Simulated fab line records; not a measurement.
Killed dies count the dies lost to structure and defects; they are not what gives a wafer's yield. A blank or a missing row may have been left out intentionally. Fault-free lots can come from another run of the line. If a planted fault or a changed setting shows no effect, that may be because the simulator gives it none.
Lot-split experiment :: flow berkeley cmos170 :: on a route of 331 steps: 5 lots, 23 wafers read

ABOUT THE SPLIT
At UCB170_CONTACT_CVD_01 (deposits PSG from SiH4/O2/PH3, target thk 700 nm, time 2820 s), the setting o2 flow sccm was moved away from the recipe's 90 sccm on 15 of the 23 wafers read, by -4.7% to +5.4%. For the rest of the wafers, this setting stayed at what the recipe calls for.

Reading taken at the split's own step.

THE READING
PSG_of_CONTACT_CVD_01.thk nm (the simulator's own value, which no gauge read), in nm, at UCB170_CONTACT_CVD_01 (deposits PSG from SiH4/O2/PH3, target thk 700 nm, time 2820 s). No usual value for it is given in the file. The 8 wafers here that ran the recipe average 695.8 nm, standard deviation 6.7 nm.

wafer: L078.3
tool, chamber at the split: lpcvd-02, 0
o2 flow sccm as run, sccm: 90
against the recipe: recipe
PSG_of_CONTACT_CVD_01.thk nm, nm: 688.5
against lot-mates on the recipe: -

wafer: L078.4
tool, chamber at the split: lpcvd-02, 0
o2 flow sccm as run, sccm: 90
against the recipe: recipe
PSG_of_CONTACT_CVD_01.thk nm, nm: 686.6
against lot-mates on the recipe: -

wafer: L078.5
tool, chamber at the split: lpcvd-02, 0
o2 flow sccm as run, sccm: 90
against the recipe: recipe
PSG_of_CONTACT_CVD_01.thk nm, nm: 687
against lot-mates on the recipe: -

wafer: L074.1
tool, chamber at the split: -, -
o2 flow sccm as run, sccm: 85.78
against the recipe: -4.7%
PSG_of_CONTACT_CVD_01.thk nm, nm: 677.7
against lot-mates on the recipe: no lot-mate on the recipe

wafer: L074.2
tool, chamber at the split: -, -
o2 flow sccm as run, sccm: 85.78
against the recipe: -4.7%
PSG_of_CONTACT_CVD_01.thk nm, nm: 684.6
against lot-mates on the recipe: no lot-mate on the recipe

wafer: L074.3
tool, chamber at the split: -, -
o2 flow sccm as run, sccm: 85.78
against the recipe: -4.7%
PSG_of_CONTACT_CVD_01.thk nm, nm: 675.2
against lot-mates on the recipe: no lot-mate on the recipe

wafer: L074.5
tool, chamber at the split: -, -
o2 flow sccm as run, sccm: 85.78
against the recipe: -4.7%
PSG_of_CONTACT_CVD_01.thk nm, nm: 680.6
against lot-mates on the recipe: no lot-mate on the recipe

wafer: L074.6
tool, chamber at the split: -, -
o2 flow sccm as run, sccm: 85.78
against the recipe: -4.7%
PSG_of_CONTACT_CVD_01.thk nm, nm: 677.5
against lot-mates on the recipe: no lot-mate on the recipe

wafer: L084.1
tool, chamber at the split: -, -
o2 flow sccm as run, sccm: 90
against the recipe: recipe
PSG_of_CONTACT_CVD_01.thk nm, nm: 701.3
against lot-mates on the recipe: -

wafer: L084.3
tool, chamber at the split: -, -
o2 flow sccm as run, sccm: 90
against the recipe: recipe
PSG_of_CONTACT_CVD_01.thk nm, nm: 699.4
against lot-mates on the recipe: -

wafer: L084.4
tool, chamber at the split: -, -
o2 flow sccm as run, sccm: 90
against the recipe: recipe
PSG_of_CONTACT_CVD_01.thk nm, nm: 698.7
against lot-mates on the recipe: -

wafer: L084.5
tool, chamber at the split: -, -
o2 flow sccm as run, sccm: 90
against the recipe: recipe
PSG_of_CONTACT_CVD_01.thk nm, nm: 703.9
against lot-mates on the recipe: -

wafer: L084.6
tool, chamber at the split: -, -
o2 flow sccm as run, sccm: 90
against the recipe: recipe
PSG_of_CONTACT_CVD_01.thk nm, nm: 701.2
against lot-mates on the recipe: -

wafer: L081.1
tool, chamber at the split: -, -
o2 flow sccm as run, sccm: 94.36
against the recipe: +4.8%
PSG_of_CONTACT_CVD_01.thk nm, nm: 725.2
against lot-mates on the recipe: no lot-mate on the recipe

wafer: L081.2
tool, chamber at the split: -, -
o2 flow sccm as run, sccm: 94.36
against the recipe: +4.8%
PSG_of_CONTACT_CVD_01.thk nm, nm: 718.9
against lot-mates on the recipe: no lot-mate on the recipe

wafer: L081.3
tool, chamber at the split: -, -
o2 flow sccm as run, sccm: 94.36
against the recipe: +4.8%
PSG_of_CONTACT_CVD_01.thk nm, nm: 719.7
against lot-mates on the recipe: no lot-mate on the recipe

wafer: L081.4
tool, chamber at the split: -, -
o2 flow sccm as run, sccm: 94.36
against the recipe: +4.8%
PSG_of_CONTACT_CVD_01.thk nm, nm: 721.2
against lot-mates on the recipe: no lot-mate on the recipe

wafer: L081.6
tool, chamber at the split: -, -
o2 flow sccm as run, sccm: 94.36
against the recipe: +4.8%
PSG_of_CONTACT_CVD_01.thk nm, nm: 721.2
against lot-mates on the recipe: no lot-mate on the recipe

wafer: L085.1
tool, chamber at the split: -, -
o2 flow sccm as run, sccm: 94.83
against the recipe: +5.4%
PSG_of_CONTACT_CVD_01.thk nm, nm: 718.5
against lot-mates on the recipe: no lot-mate on the recipe

wafer: L085.2
tool, chamber at the split: -, -
o2 flow sccm as run, sccm: 94.83
against the recipe: +5.4%
PSG_of_CONTACT_CVD_01.thk nm, nm: 712.5
against lot-mates on the recipe: no lot-mate on the recipe

wafer: L085.3
tool, chamber at the split: -, -
o2 flow sccm as run, sccm: 94.83
against the recipe: +5.4%
PSG_of_CONTACT_CVD_01.thk nm, nm: 714.6
against lot-mates on the recipe: no lot-mate on the recipe

wafer: L085.5
tool, chamber at the split: -, -
o2 flow sccm as run, sccm: 94.83
against the recipe: +5.4%
PSG_of_CONTACT_CVD_01.thk nm, nm: 715.8
against lot-mates on the recipe: no lot-mate on the recipe

wafer: L085.6
tool, chamber at the split: -, -
o2 flow sccm as run, sccm: 94.83
against the recipe: +5.4%
PSG_of_CONTACT_CVD_01.thk nm, nm: 714.9
against lot-mates on the recipe: no lot-mate on the recipe

THE FIT
A straight line over all 23 wafers: PSG_of_CONTACT_CVD_01.thk nm changes by +4.02 nm for each +1% of o2 flow sccm; r = +0.95; the points scatter about the line by 5.5 nm.
Too few moved wafers have a lot-mate on the recipe to fit a line with each lot's own level taken away.

FILE'S OWN FIT
PSG_of_CONTACT_CVD_01.thk nm changes by +4.02 nm for each +1% of o2 flow sccm, r = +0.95.
